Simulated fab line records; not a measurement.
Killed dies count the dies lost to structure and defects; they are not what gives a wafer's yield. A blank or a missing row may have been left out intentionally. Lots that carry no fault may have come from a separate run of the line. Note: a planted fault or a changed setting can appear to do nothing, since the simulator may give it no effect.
8D (eight disciplines) problem report, filled in by code | flow rit-cmos | the parts of the form that need people (team, actions taken, sign-off) are left out

## 1. WHAT WENT WRONG
At RIT_M1_PROBE_99, killed-at-front-end averages 35 over 6 wafers from 2 lots, while fault-free wafers read 7, standard deviation 3.1. That is +9.0 standard deviations from the usual mean.
Seen first at day 5 06:22 on prober-02, wafer L658.3. At this step, 6 wafers from 2 lots have a number in the record. Rule for "out", or "out of limits": more than 4 standard deviations from the usual mean. The rest of the wafers with a number are treated as sound.

## 2. WHAT THIS IS AND IS NOT
question                    | is                               | is not
which readings at this step | killed-at-front-end, killed-dies | killed_at_M0_to_M3, killed-at-contacts, killed-open, killed-short
which lots                  | L658, L660                       | -
which wafers of those lots  | all that have a number           | -
read on which tools         | prober-02                        | -
when                        | from day 5 06:22                 | up to then (0 sound wafers)

## 3. WHAT RULES OUT EACH SUSPECT
Counting: a tool at any process step up to the reading remains a suspect when it ran all the lots that are out and ran no sound lot after the first of those.
- plasma-asher-02 at RIT_PLDD_STRIP_09 (strips in O2, time 180 s): kept. It ran every lot that is out, first L658 (day 4 16:26), and no sound lot after that.
- prober-02 at RIT_M1_PROBE_99: kept. It ran every lot that is out, first L658 (day 5 06:22), and no sound lot after that. Out on those wafers are its own readings of killed-at-front-end, killed-dies.
Remaining after the count are plasma-asher-02 at RIT_PLDD_STRIP_09 and prober-02 at RIT_M1_PROBE_99.

## 4. THE CAUSE (what the simulator had put in)
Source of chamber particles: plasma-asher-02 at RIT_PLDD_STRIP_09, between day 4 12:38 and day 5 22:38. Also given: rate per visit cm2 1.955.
Of the 2 suspects that counting leaves, this tool is one.

## 5. THE EFFECT CHAIN, in route order
Each row: a reading whose mean over the struck wafers that have a number lies more than 3 standard deviations from the usual. Scope: only readings with a usual standard deviation given in the record; hours: median across lots of the time from each lot's start at the first step in this table that gives one to its start at this step; sigmas: change in usual standard deviations.
hours | step            | reading             | usual | on struck wafers | change | sigmas
0     | RIT_M1_PROBE_99 | killed-at-front-end | 7     | 35               | +28    | +9.0
0     | RIT_M1_PROBE_99 | killed-dies         | 7     | 35               | +28    | +9.0
0     | RIT_M1_PROBE_99 | killed-on-rim       | 1.8   | 9.2              | +7.4   | +5.3
Here are the process steps it includes:
- RIT_M1_PROBE_99

## 6. WHAT WOULD HAVE CAUGHT IT SOONER
18 hours passed between the start of the fault at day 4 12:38 and the first reading out of limits in this record, taken at day 5 06:22.
Of the tool readings at RIT_PLDD_STRIP_09 for which the record gives a usual standard deviation, none was out on any struck wafer, so an alarm limit of 4 standard deviations on them would not have fired.
By day 5 06:22, every lot that is out (2) had started RIT_PLDD_STRIP_09 on plasma-asher-02. Tool hold at that time: it would have spared none of them.
